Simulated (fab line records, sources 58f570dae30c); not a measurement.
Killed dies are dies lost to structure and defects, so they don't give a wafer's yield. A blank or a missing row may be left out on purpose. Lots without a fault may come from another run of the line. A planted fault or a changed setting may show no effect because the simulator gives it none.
Chamber matching | flow berkeley_cmos170 | UCB170_V1_CMP_02 on cmp-01: 4 sister chambers
The step polishes SiO2. 4 wafers are shown with their chamber, then 10 later ones without.

WAFERS WITH THEIR CHAMBER
wafer  | chamber | motor_current_A (A)
L856.4 | 1       | 15.1
L871.5 | 0       | 17.4
L873.1 | 2       | 17.3
L873.2 | 3       | 15.8

WAFERS WITHOUT THEIR CHAMBER
wafer  | motor_current_A (A)
L873.5 | 17.8
L872.2 | 17.2
L872.4 | 14.7
L872.5 | 15.1
L875.4 | 14.0
L875.5 | 15.9
L875.6 | 17.2
L877.3 | 17.4
L877.4 | 15.7
L877.6 | 15.4

WHICH CHAMBER EACH WENT THROUGH
wafer  | from the rows above     | in truth
L873.5 | can't be placed: 0 or 2 | 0
L872.2 | can't be placed: 2 or 0 | 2
L872.4 | can't be placed: 1 or 3 | 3
L872.5 | can't be placed: 1 or 3 | 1
L875.4 | can't be placed: 1 or 3 | 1
L875.5 | can't be placed: 3 or 1 | 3
L875.6 | can't be placed: 2 or 0 | 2
L877.3 | can't be placed: 0 or 2 | 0
L877.4 | can't be placed: 3 or 1 | 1
L877.6 | can't be placed: 1 or 3 | 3
Placed correctly: 0 of 10. Can't be placed from these rows: 10 (the true chamber is among the candidates in 10). Placed wrongly: 0.
How it was worked out, from the rows above alone: a wafer's distance from a chamber is the root of the sum, over the readings, of the square of ((its reading less the chamber's mean) divided by the reading's scatter). The wafer belongs to the nearest chamber; if the next one is less than 2 further off, it can't be placed. A chamber's mean is the mean of its shown wafers. The scatter: with one shown wafer a chamber, the root of the mean of the squares of how far each hidden wafer lies from its nearest shown one.
